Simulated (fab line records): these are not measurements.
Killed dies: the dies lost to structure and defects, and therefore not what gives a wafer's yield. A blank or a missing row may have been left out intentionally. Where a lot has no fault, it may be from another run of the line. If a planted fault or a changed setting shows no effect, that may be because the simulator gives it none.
Problem report, 8D (eight disciplines) form, completed by code    flow berkeley cmos170    the parts of the form that need people (team, actions taken, sign-off) are left out

## 1. PROBLEM STATEMENT
Mean of heater power total W at UCB170_NVT_SOFTBAKE_02: 53.24 W across 6 wafers in 2 lots; on wafers with no fault it is 56.80 W (standard deviation 0.044). Relative to the usual mean, that is a shift of -81 standard deviations.
The step: time 60 s.
First seen on wafer L157.2, day 8 06:38, on litho track-02. At this step, 42 wafers from 14 lots have a number in the record. The rule behind "out" and "out of limits": a value lying over 4 standard deviations away from the usual mean. All remaining wafers that have a number are taken as sound.

## 2. WHAT THIS IS AND IS NOT
question                     is                                  is not
which readings at this step  heater power total W, plate temp C  -
which lots                   L157, L162                          L146, L147, L149, L150, L151, L153, L154, L155, L164, L165, L166, L168
which wafers of those lots   all that have a number              -
read on which tools          litho track-02                      litho track-01, litho track-03
when                         from day 8 06:38                    up to then (24 sound wafers); but 12 sound wafers of L164, L165, L166, L168 came after

## 3. THE SUSPECTS, EACH WITH WHAT RULES IT OUT
Counting: a tool at any process step up to the reading remains a suspect when it ran all the lots that are out and ran no sound lot after the first of those.
- litho track-02 at UCB170_NVT_SOFTBAKE_02 (time 60 s): kept. Every lot that is out went through it, starting with L157 (day 8 06:38), and after that it ran no sound lot; the last sound lot it ran before then is L155 (day 8 06:11). Its own heater power total W, plate temp C readings are out on those wafers.
Left after counting: litho track-02 at UCB170_NVT_SOFTBAKE_02.

## 4. THE CAUSE (what the simulator had put in)
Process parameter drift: litho track-02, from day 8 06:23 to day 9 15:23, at UCB170_NVT_SOFTBAKE_02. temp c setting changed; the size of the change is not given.
This tool alone remained once counting was done.

## 5. SEQUENCE OF EFFECTS, ordered by route
Each row: a reading whose mean over the struck wafers that have a number lies more than 3 standard deviations from the usual. Readings are gone through only where the record gives a usual standard deviation; hours: the median, over the lots, of the time from a lot's start at the first step in this table giving one to that lot's start at this step; sigmas: the change measured in usual standard deviations.
hours  step                    reading                   usual     on struck wafers  change  sigmas
0      UCB170_NVT_SOFTBAKE_02  heater power total W      56.80 W   53.24             -3.56   -81
0      UCB170_NVT_SOFTBAKE_02  plate temp C              130.02 C  123.69            -6.33   -53
1      UCB170_NVT_STRIP_08     strip time to endpoint s  21.65 s   21.88             +0.23   +3.6
The process steps in it:
- UCB170_NVT_SOFTBAKE_02: time 60 s.
- UCB170_NVT_STRIP_08: strips in O2.
At these later measuring or inspecting steps, every struck wafer for which the step has a row has a number for every such reading, and none has moved that far: UCB170_NVT_OVL_MEAS_06.

## 6. HOW IT WOULD HAVE BEEN CAUGHT EARLIER
First out-of-limits reading in this record: day 8 06:38, which is 0 hours after fault onset at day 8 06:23.
